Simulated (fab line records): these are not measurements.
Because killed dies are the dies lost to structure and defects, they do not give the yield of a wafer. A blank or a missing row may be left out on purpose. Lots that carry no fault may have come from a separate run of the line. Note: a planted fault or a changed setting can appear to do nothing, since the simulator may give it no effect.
fab line records    flow rit-cmos
record: lots: 6  wafers: 18  last-day: 7
route steps=202 shown ACTIVE@1 FOX1@20 FOX2@23 M1@202
lots that met no fault: taken from a fault-free run of the same line
start-h: hours from the record's first day to the start of the lot's first wafer shown    wait-h: how many hours have passed since the lot's step before this one    " same as the row above    L1.1+2: a row that stands for several wafers    - no value, or no start was given    * or withheld: withheld    < > ~ a bound
route shown NAME@n: a module of which the file shows steps, and the number in the route of the first    usual: mean/standard deviation taken from wafers without a fault    same: alike in all rows    chamber/n: place in a boat    sites: readings site by site    _std_site: standard deviation across them    _edge_site: inner sites' mean taken away from outer sites' mean    radius-mm: for every site, how far away it sits from the centre of the wafer    mask NAME#n: copy n    behind: the last tool/chamber to shape the wafer    hold: reason for holding the lot/hours on hold/outcome of the hold    device: which transistor (n, p or np) failed to switch    end of line: the tests these same wafers got at the end of their route    for a step that has no rows: nothing shown but its recipe    killed: the dies lost at the first sort to structure and to defects; this is not the yield of the wafer    map: dies across one wafer; x = killed, . = not, _ = none there
set.NAME: the setting that was run; set.NAME@STEP: the one run at that earlier step    model.NAME: the simulator's own value behind a step, which no gauge read
a table for each step, a row for each wafer; lots at some steps of the route
services: a tool's chamber out of use, with start hour (start-h, from the record's first day; less than 0 if before it), hours out, and reason
== steps ==
step: RIT_ACTIVE_BOW_MEAS_00
recipe: mode: bow
usual: INCOMING_BOW: 0/6.7
lot.wafer  tool           chamber  start-h  wait-h  INCOMING_BOW[um]
L532.4     film-metro-02  -        25.06    -       -9
L532.5     "              -        "        "       -5
L532.6     "              -        "        "       3
L533.3     film-metro-03  -        30.04    -       5
L533.4     "              -        "        "       1
L533.5     "              -        "        "       -5
L534.1     film-metro-03  -        35.00    -       -4
L534.5     "              -        "        "       -10
L534.6     "              -        "        "       12
L537.1     film-metro-04  -        50.00    -       6
L537.2     "              -        "        "       5
L537.6     "              -        "        "       3
L547.2     film-metro-02  -        100.02   -       3
L547.3     "              -        "        "       -4
L547.4     "              -        "        "       2
L549.1     film-metro-04  -        110.00   -       -6
L549.2     "              -        "        "       3
L549.6     "              -        "        "       15
step: RIT_ACTIVE_OXIDATION_01
recipe: temp-c: 1000  ambient: O2  target-thk-a: 468  ox-time-s: 3360
step: RIT_ACTIVE_THK_MEAS_02
recipe: reads: SiO2_of_ACTIVE_OXIDATION_01
usual: ACTIVE_OXIDE_THK: 46.6/0.81
lot.wafer  tool           chamber  start-h  wait-h  ACTIVE_OXIDE_THK[nm]
L532.4     film-metro-03  -        27.08    0.0     46.4
L532.5     "              -        "        "       46.5
L532.6     "              -        "        "       46.9
L533.3     film-metro-03  -        32.76    0.0     45.8
L533.4     "              -        "        "       46.5
L533.5     "              -        "        "       46.1
L534.1     film-metro-04  -        37.91    0.0     46.8
L534.5     "              -        "        "       47.4
L534.6     "              -        "        "       46.9
L537.1     film-metro-02  -        52.05    0.0     46.7
L537.2     "              -        "        "       46.7
L537.6     "              -        "        "       47.0
L547.2     film-metro-04  -        102.27   0.0     45.6
L547.3     "              -        "        "       46.0
L547.4     "              -        "        "       46.9
L549.1     film-metro-03  -        112.19   0.0     47.3
L549.2     "              -        "        "       47.0
L549.6     "              -        "        "       46.9
step: RIT_ACTIVE_CVD_03
recipe: material: Si3N4  target-thk-nm: 150  temp-c: 810  precursor: SiH2Cl2/NH3  time-s: 1500  pressure-mtorr: 300  sih2cl2-flow-sccm: 60  nh3-flow-sccm: 150
usual: nh3-flow-sccm: 150.0/0.49
lot.wafer  tool      chamber  start-h  wait-h  nh3-flow-sccm  model.Si3N4_of_ACTIVE_CVD_03.thk-nm
L532.4     lpcvd-01  0        27.11    0.0     151.2          151.1
L532.5     "         0        "        "       150.4          151
L532.6     "         0        "        "       150.6          152
L533.3     lpcvd-02  1        32.80    0.0     149.9          149.8
L533.4     "         1        "        "       149.9          149.3
L533.5     "         1        "        "       149.7          149.6
L534.1     lpcvd-01  1        37.97    0.1     180.6          172
L534.5     "         1        "        "       180.2          174.1
L534.6     "         1        "        "       181.1          172.2
L537.1     lpcvd-01  1        52.11    0.1     180.3          170.8
L537.2     "         1        "        "       181.1          170.6
L537.6     "         1        "        "       180.2          172.2
L547.2     lpcvd-01  1        104.08   1.8     149.7          148.8
L547.3     "         1        "        "       150.3          148.8
L547.4     "         1        "        "       150.5          150.3
L549.1     lpcvd-01  1        112.25   0.1     150.4          151.9
L549.2     "         1        "        "       150.0          151.1
L549.6     "         1        "        "       150.2          152
step: RIT_ACTIVE_THK_MEAS_04
recipe: reads: Si3N4_of_ACTIVE_CVD_03
usual: ACTIVE_NITRIDE_THK: 151.0/1.2
lot.wafer  tool           chamber  start-h  wait-h  ACTIVE_NITRIDE_THK[nm]
L532.4     film-metro-04  -        28.56    0.0     151.1
L532.5     "              -        "        "       151.0
L532.6     "              -        "        "       152.1
L533.3     film-metro-02  -        34.23    0.0     149.8
L533.4     "              -        "        "       149.3
L533.5     "              -        "        "       149.6
L534.1     film-metro-04  -        39.39    0.0     171.8
L534.5     "              -        "        "       174.0
L534.6     "              -        "        "       172.0
L537.1     film-metro-04  -        53.53    0.0     170.9
L537.2     "              -        "        "       170.6
L537.6     "              -        "        "       172.3
L547.2     film-metro-04  -        105.51   0.0     148.8
L547.3     "              -        "        "       148.8
L547.4     "              -        "        "       150.2
L549.1     film-metro-02  -        113.66   0.0     151.9
L549.2     "              -        "        "       151.1
L549.6     "              -        "        "       152.0
step: RIT_ACTIVE_HMDS_05
recipe: prime-time-s: 60  prime-temp-c: 140
step: RIT_ACTIVE_COAT_06
recipe: resist: NOVOLAK  spin-rpm: 3250  resist-thk-nm: 1000
step: RIT_ACTIVE_SOFTBAKE_07
recipe: resist: NOVOLAK  temp-c: 90  time-s: 60
step: RIT_ACTIVE_EXPOSE_08
recipe: mask-id: M1  na: 0.6  source-shape: conventional  sigma-outer: 0.6  target-cd-nm: 1400  dose-mj: 225
step: RIT_ACTIVE_PEB_09
recipe: resist: NOVOLAK  temp-c: withheld  time-s: withheld
step: RIT_ACTIVE_DEVELOP_10
recipe: resist: NOVOLAK  develop-time-s: 50  dev-temp-c: 23
step: RIT_ACTIVE_CD_MEAS_11
recipe: target-cd-nm: 1400
usual: cd-nm: 1399.7/2.3
lot.wafer  tool       chamber  start-h  wait-h  cd-nm
L532.4     cd-sem-02  -        29.62    -       1397.1
L532.5     "          -        "        "       1399.5
L532.6     "          -        "        "       1397.1
L533.3     cd-sem-02  -        35.16    -       1399.7
L533.4     "          -        "        "       1401.0
L533.5     "          -        "        "       1401.4
L534.1     cd-sem-01  -        40.30    -       1395.9
L534.5     "          -        "        "       1398.2
L534.6     "          -        "        "       1399.8
L537.1     cd-sem-01  -        54.44    -       1396.0
L537.2     "          -        "        "       1395.6
L537.6     "          -        "        "       1394.4
L547.2     cd-sem-02  -        106.43   -       1402.7
L547.3     "          -        "        "       1399.3
L547.4     "          -        "        "       1399.0
L549.1     cd-sem-02  -        114.57   -       1398.1
L549.2     "          -        "        "       1399.6
L549.6     "          -        "        "       1399.0
step: RIT_ACTIVE_HARDBAKE_12
recipe: resist: NOVOLAK  temp-c: 140  time-s: 60
step: RIT_ACTIVE_ETCH_13
recipe: stop-on: SiO2  chemistry: SF6  target: Si3N4  time-s: 210  over-etch-frac: 0.4  SF6_flow_sccm: 200  pressure-mtorr: 260  rf-w: 125  target-depth-a: 2100
usual: drypump-motor-current-A: 6.0/0.3  oes-product-au: 0.823/0.01  throttle-valve-pct: 7.47/0.12
lot.wafer  tool         chamber  start-h  wait-h  drypump-motor-current-A  oes-product-au  rf-hours-counter-h  throttle-valve-pct  model.etch.depth-nm  model.ACTIVE.feature-depth-nm
L532.4     rie-diel-03  3        29.83    0.1     5.8                      0.821           37                  7.37                151.1                151.1
L532.5     "            3        "        "       5.8                      0.814           -                   7.37                151                  151
L532.6     "            2        "        "       5.8                      0.823           -                   7.40                152                  153.4
L533.3     rie-diel-03  2        35.39    0.1     5.9                      0.813           5                   7.41                149.8                151.2
L533.4     "            3        "        "       5.9                      0.819           -                   7.37                149.3                149.3
L533.5     "            0        "        "       6.1                      0.818           -                   7.52                149.6                149.8
L534.1     rie-diel-01  1        40.57    0.1     5.5                      0.867           114                 7.54                172                  172.7
L534.5     "            3        "        "       6.0                      0.895           -                   7.27                174.1                174.1
L534.6     "            2        "        "       6.3                      0.897           -                   7.36                172.2                172.2
L537.1     rie-diel-01  1        54.71    0.1     5.4                      0.868           114                 7.54                170.8                171.6
L537.2     "            0        "        "       5.8                      0.862           61                  7.70                170.6                170.6
L537.6     "            1        "        "       5.5                      0.869           -                   7.53                172.2                172.9
L547.2     rie-diel-03  2        106.68   0.1     5.8                      0.810           7                   7.41                148.8                150.2
L547.3     "            0        "        "       6.1                      0.818           91                  7.49                148.8                148.9
L547.4     "            3        "        "       5.9                      0.824           39                  7.37                150.3                150.3
L549.1     rie-diel-03  1        114.84   0.1     6.2                      0.840           1                   7.62                151.9                151.9
L549.2     "            0        "        "       6.1                      0.826           91                  7.50                151.1                151.3
L549.6     "            3        "        "       5.9                      0.824           -                   7.37                152                  152
step: RIT_ACTIVE_STRIP_14
recipe: chemistry: O2  time-s: 180  resist: NOVOLAK  platen-temp-c: withheld  power-w: 500  pressure-mtorr: 4000  o2-flow-sccm: 4000
usual: drypump-motor-current-A: 5.9/0.49
lot.wafer  tool             chamber  start-h  wait-h  drypump-motor-current-A  rf-hours-counter-h
L532.4     plasma-asher-01  0        30.03    0.1     5.3                      -
L532.5     "                0        "        "       5.3                      -
L532.6     "                1        "        "       6.3                      -
L533.3     plasma-asher-01  1        35.58    0.1     6.3                      -
L533.4     "                0        "        "       5.3                      -
L533.5     "                1        "        "       6.3                      -
L534.1     plasma-asher-04  0        40.70    0.1     6.4                      26
L534.5     "                0        "        "       6.4                      -
L534.6     "                1        "        "       6.6                      -
L537.1     plasma-asher-04  1        54.84    0.1     6.6                      28
L537.2     "                0        "        "       6.4                      28
L537.6     "                0        "        "       6.4                      -
L547.2     plasma-asher-04  0        106.81   0.1     6.4                      33
L547.3     "                1        "        "       6.6                      -
L547.4     "                0        "        "       6.4                      -
L549.1     plasma-asher-01  0        114.98   0.1     5.3                      46
L549.2     "                1        "        "       6.3                      46
L549.6     "                1        "        "       6.3                      -
step: RIT_ACTIVE_CD_MEAS_90
recipe: target-cd-nm: 1400
usual: cd-nm: 1399.8/2.3
lot.wafer  tool       chamber  start-h  wait-h  cd-nm
L532.4     cd-sem-01  -        30.20    0.1     1397.6
L532.5     "          -        "        "       1399.6
L532.6     "          -        "        "       1396.6
L533.3     cd-sem-01  -        35.74    0.1     1399.9
L533.4     "          -        "        "       1401.1
L533.5     "          -        "        "       1401.6
L534.1     cd-sem-02  -        40.87    0.1     1396.1
L534.5     "          -        "        "       1398.5
L534.6     "          -        "        "       1400.0
L537.1     cd-sem-01  -        55.02    0.1     1396.1
L537.2     "          -        "        "       1395.4
L537.6     "          -        "        "       1394.7
L547.2     cd-sem-01  -        107.01   0.1     1402.6
L547.3     "          -        "        "       1399.4
L547.4     "          -        "        "       1399.1
L549.1     cd-sem-01  -        115.15   0.1     1397.9
L549.2     "          -        "        "       1399.7
L549.6     "          -        "        "       1398.5
step: RIT_ACTIVE_CLEAN_15
recipe: chemistry: SC1  mix: 3:3:50  time-s: 600  temp-c: 75
step: RIT_ACTIVE_CLEAN_16
recipe: chemistry: dHF  dilution: 50:1  time-s: 30
step: RIT_ACTIVE_CLEAN_17
recipe: chemistry: SC2  mix: 3:3:50  time-s: 600  temp-c: 75  dry: n2-spin
step: RIT_FOX1_OXIDATION_00
recipe: temp-c: 1100  ambient: H2O  target-thk-a: 3507  p-h2o-torr: 720  ox-time-s: 1130
step: RIT_FOX1_THK_MEAS_01
recipe: reads: SiO2_of_FOX1_OXIDATION_00
usual: FOX1_OXIDE_THK: 354/7.5
lot.wafer  tool           chamber  start-h  wait-h  FOX1_OXIDE_THK[nm]
L532.4     film-metro-03  -        32.46    0.0     334
L532.5     "              -        "        "       345
L532.6     "              -        "        "       340
L533.3     film-metro-01  -        37.56    0.0     365
L533.4     "              -        "        "       372
L533.5     "              -        "        "       370
L534.1     film-metro-01  -        43.83    0.0     364
L534.5     "              -        "        "       355
L534.6     "              -        "        "       360
L537.1     film-metro-03  -        58.30    0.0     351
L537.2     "              -        "        "       348
L537.6     "              -        "        "       347
L547.2     film-metro-03  -        108.80   0.0     349
L547.3     "              -        "        "       351
L547.4     "              -        "        "       353
L549.1     film-metro-03  -        116.98   0.0     344
L549.2     "              -        "        "       345
L549.6     "              -        "        "       343
step: RIT_FOX1_WET_ETCH_02
recipe: chemistry: BOE  target-depth-nm: 350  time-s: 390  temp-c: 21.5  dry: n2-spin  dilution: 10:1  target: SiO2
step: RIT_FOX2_OXIDATION_00
recipe: temp-c: 1100  ambient: H2O  target-thk-a: 3507  p-h2o-torr: 720  ox-time-s: 1130
step: RIT_FOX2_THK_MEAS_01
recipe: reads: SiO2_of_FOX2_OXIDATION_00
usual: FOX2_OXIDE_THK: 354/7.1
lot.wafer  tool           chamber  start-h  wait-h  FOX2_OXIDE_THK[nm]
L532.4     film-metro-03  -        34.08    0.0     337
L532.5     "              -        "        "       343
L532.6     "              -        "        "       342
L533.3     film-metro-01  -        39.06    0.0     360
L533.4     "              -        "        "       358
L533.5     "              -        "        "       365
L534.1     film-metro-01  -        45.32    0.0     363
L534.5     "              -        "        "       369
L534.6     "              -        "        "       367
L537.1     film-metro-02  -        61.52    0.0     355
L537.2     "              -        "        "       351
L537.6     "              -        "        "       356
L547.2     film-metro-01  -        111.62   0.0     346
L547.3     "              -        "        "       349
L547.4     "              -        "        "       351
L549.1     film-metro-01  -        118.50   0.0     346
L549.2     "              -        "        "       350
L549.6     "              -        "        "       349
step: RIT_FOX2_CLEAN_02
recipe: chemistry: dHF  dilution: 50:1  time-s: 180
lot.wafer  tool          chamber  start-h  wait-h  model.Si3N4_of_ACTIVE_CVD_03.thk-nm
L532.4     wet-bench-04  0        34.11    0.0     131.9
L532.5     "             0        "        "       131.8
L532.6     "             0        "        "       132.8
L533.3     wet-bench-03  0        39.10    0.0     130.5
L533.4     "             0        "        "       130
L533.5     "             0        "        "       130.3
L534.1     wet-bench-03  2        45.38    0.1     152.8
L534.5     "             2        "        "       154.8
L534.6     "             2        "        "       152.9
L537.1     wet-bench-03  0        61.58    0.1     151.5
L537.2     "             0        "        "       151.3
L537.6     "             0        "        "       152.9
L547.2     wet-bench-03  1        111.67   0.0     129.6
L547.3     "             1        "        "       129.5
L547.4     "             1        "        "       131.1
L549.1     wet-bench-02  2        118.56   0.1     132.6
L549.2     "             2        "        "       131.8
L549.6     "             2        "        "       132.8
step: RIT_FOX2_WET_ETCH_03
recipe: chemistry: H3PO4  target: Si3N4  target-depth-nm: 195  temp-c: 165  time-s: 2700
step: RIT_M1_PROBE_99
usual: killed-at-contacts: 0.1/0.24  killed-at-front-end: 7/3.1  killed-dies: 7/3.1  killed-open: 3.3/2  killed-short: 3.4/2.1
same: gross-dies: 264  killed_at_M0_to_M3: 0  killed_at_M4_up: 0  killed-at-back-side: 0  killed-at-other: 0
lot.wafer  tool       chamber  start-h  wait-h  killed-at-contacts  killed-at-front-end  killed-dies  killed-open  killed-short
L532.4     prober-02  -        74.19    0.2     0                   9                    9            4            5
L532.5     prober-02  -        74.24    0.2     0                   11                   11           5            6
L532.6     prober-02  -        74.29    0.2     0                   4                    4            2            2
L533.3     prober-01  -        78.20    0.2     0                   4                    4            1            3
L533.4     prober-01  -        78.25    0.2     0                   4                    4            4            0
L533.5     prober-01  -        78.30    0.2     0                   4                    4            1            3
L534.1     prober-02  -        82.76    0.1     0                   10                   10           4            6
L534.5     prober-02  -        82.96    0.2     0                   7                    7            4            3
L534.6     prober-02  -        83.01    0.2     0                   14                   14           8            6
L537.1     prober-01  -        102.16   0.1     1                   3                    4            2            2
L537.2     prober-01  -        102.21   0.1     0                   2                    2            2            0
L537.6     prober-01  -        102.41   0.2     0                   4                    4            3            1
L547.2     prober-02  -        149.92   0.1     0                   5                    5            5            0
L547.3     prober-02  -        149.97   0.2     0                   4                    4            3            1
L547.4     prober-02  -        150.02   0.2     0                   6                    6            5            1
L549.1     prober-02  -        159.31   0.1     0                   9                    9            4            5
L549.2     prober-02  -        159.36   0.1     0                   11                   11           7            4
L549.6     prober-02  -        159.56   0.2     0                   9                    9            5            4
killed by level:class
L532.4 FOX1:geometric-particle:short=2 GATE:geometric-particle:short=2 FOX1:geometric-particle:open=1 FOX2:geometric-particle:open=1 GATE:geometric-particle:open=1 REOX:geometric-particle:short=1 SPACER:geometric-particle:open=1
L532.5 REOX:geometric-particle:short=2 FOX1:geometric-particle:short=1 FOX1:geometric-particle:open=1 FOX2:geometric-particle:short=1 FOX2:geometric-particle:open=1 GATE:geometric-particle:open=1 REOX:geometric-particle:open=1 SPACER:geometric-particle:short=1
L532.6 FOX1:geometric-particle:short=1 GATE:geometric-particle:open=1 GATE:geometric-particle:short=1 REOX:geometric-particle:open=1
L533.3 GATE:geometric-particle:short=2 FOX2:geometric-particle:short=1 FOX2:geometric-particle:open=1
L533.4 SILICIDE:geometric-particle:open=2 FOX1:geometric-particle:open=1 SPACER:geometric-particle:open=1
L533.5 GATE:geometric-particle:short=3 GATE:geometric-particle:open=1
L534.1 FOX2:geometric-particle:short=3 FOX1:geometric-particle:open=1 FOX2:geometric-particle:open=1 GATE:geometric-particle:short=1 REOX:geometric-particle:open=1 SPACER:geometric-particle:short=1 SPACER:geometric-particle:open=1 SILICIDE:geometric-particle:short=1
L534.5 FOX1:geometric-particle:short=2 REOX:geometric-particle:open=2 FOX1:geometric-particle:open=1 GATE:geometric-particle:short=1 SPACER:geometric-particle:open=1
L534.6 FOX1:geometric-particle:short=2 GATE:geometric-particle:open=2 SPACER:geometric-particle:open=2 SILICIDE:geometric-particle:open=2 FOX1:geometric-particle:open=1 FOX2:geometric-particle:short=1 FOX2:geometric-particle:open=1 GATE:geometric-particle:short=1
L537.1 FOX1:geometric-particle:open=1 FOX1:geometric-particle:short=1 GATE:geometric-particle:short=1 CONTACT:geometric-particle:open=1
L537.2 GATE:geometric-particle:open=2
L537.6 GATE:geometric-particle:open=2 FOX1:geometric-particle:open=1 REOX:geometric-particle:short=1
L547.2 GATE:geometric-particle:open=3 FOX2:geometric-particle:open=1 SILICIDE:geometric-particle:open=1
L547.3 FOX1:geometric-particle:open=2 REOX:geometric-particle:short=1 SPACER:geometric-particle:open=1
L547.4 FOX1:geometric-particle:open=2 GATE:geometric-particle:open=1 REOX:geometric-particle:open=1 SILICIDE:geometric-particle:open=1 SILICIDE:geometric-particle:short=1
L549.1 SILICIDE:geometric-particle:open=3 SILICIDE:geometric-particle:short=2 FOX1:geometric-particle:short=1 GATE:geometric-particle:short=1 REOX:geometric-particle:short=1 SPACER:geometric-particle:open=1
L549.2 GATE:geometric-particle:short=3 FOX1:geometric-particle:open=2 GATE:geometric-particle:open=2 SILICIDE:geometric-particle:open=2 FOX1:geometric-particle:short=1 REOX:geometric-particle:open=1
L549.6 FOX1:geometric-particle:open=2 GATE:geometric-particle:short=2 GATE:geometric-particle:open=2 FOX1:geometric-particle:short=1 FOX2:geometric-particle:short=1 FOX2:geometric-particle:open=1
== services ==
tool             chamber  start-h  hours  kind
rie-diel-01      1        4.40     4.9    repair
rie-diel-01      -        13.56    2.8    pm
wet-bench-03     -        33.69    1.9    pm
rie-diel-03      1        33.75    4.2    repair
rie-diel-03      1        37.95    -      clean
rie-diel-03      1        37.95    21.7   scheduled-down
rie-diel-03      1        37.95    21.7   vent-cycle
rie-diel-03      -        67.91    0.5    repair
lpcvd-02         -        79.90    28.1   pm
plasma-asher-04  -        87.09    2.8    pm
plasma-asher-04  -        114.73   0.3    repair
plasma-asher-04  -        115.27   2.3    repair
rie-diel-01      -        118.35   1.0    repair
== key ==
first-sign: step: RIT_ACTIVE_CVD_03  reading: nh3-flow-sccm  direction: up  sigmas: 63  usual: 150.0  struck: 180.6
effect: step: RIT_ACTIVE_THK_MEAS_04  reading: ACTIVE_NITRIDE_THK  direction: up  sigmas: 18  usual: 151.0  struck: 171.9
effect: step: RIT_ACTIVE_ETCH_13  reading: oes-product-au  direction: up  sigmas: 5.3  usual: 0.823  struck: 0.876
model-effect: step: RIT_ACTIVE_CVD_03  value: Si3N4_of_ACTIVE_CVD_03.thk-nm  without: 150.5  struck: 172
model-effect: step: RIT_ACTIVE_ETCH_13  value: etch.depth-nm  without: 150.5  struck: 172
model-effect: step: RIT_FOX2_CLEAN_02  value: Si3N4_of_ACTIVE_CVD_03.thk-nm  without: 131.3  struck: 152.7
met-at RIT_ACTIVE_CVD_03
struck-wafers L534.1,L534.5,L534.6,L537.1,L537.2,L537.6
tester-left-out L534,L537
fault: kind: process-parameter-drift  tool: lpcvd-01  chamber: 1  onset-h: 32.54  steps: RIT_ACTIVE_CVD_03  channel: nh3-flow-sccm  offset: 30  shape: step  end-h: 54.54  acts-in: these-recipes-only  stated: 150
tester-left-out: of these lots the tester's yield and bins aren't shown, on N5 and GAA mostly nor the transistor test; their killed dies are dies lost to structure and defects alone, not to doping, threshold or leakage, so they don't give the yield
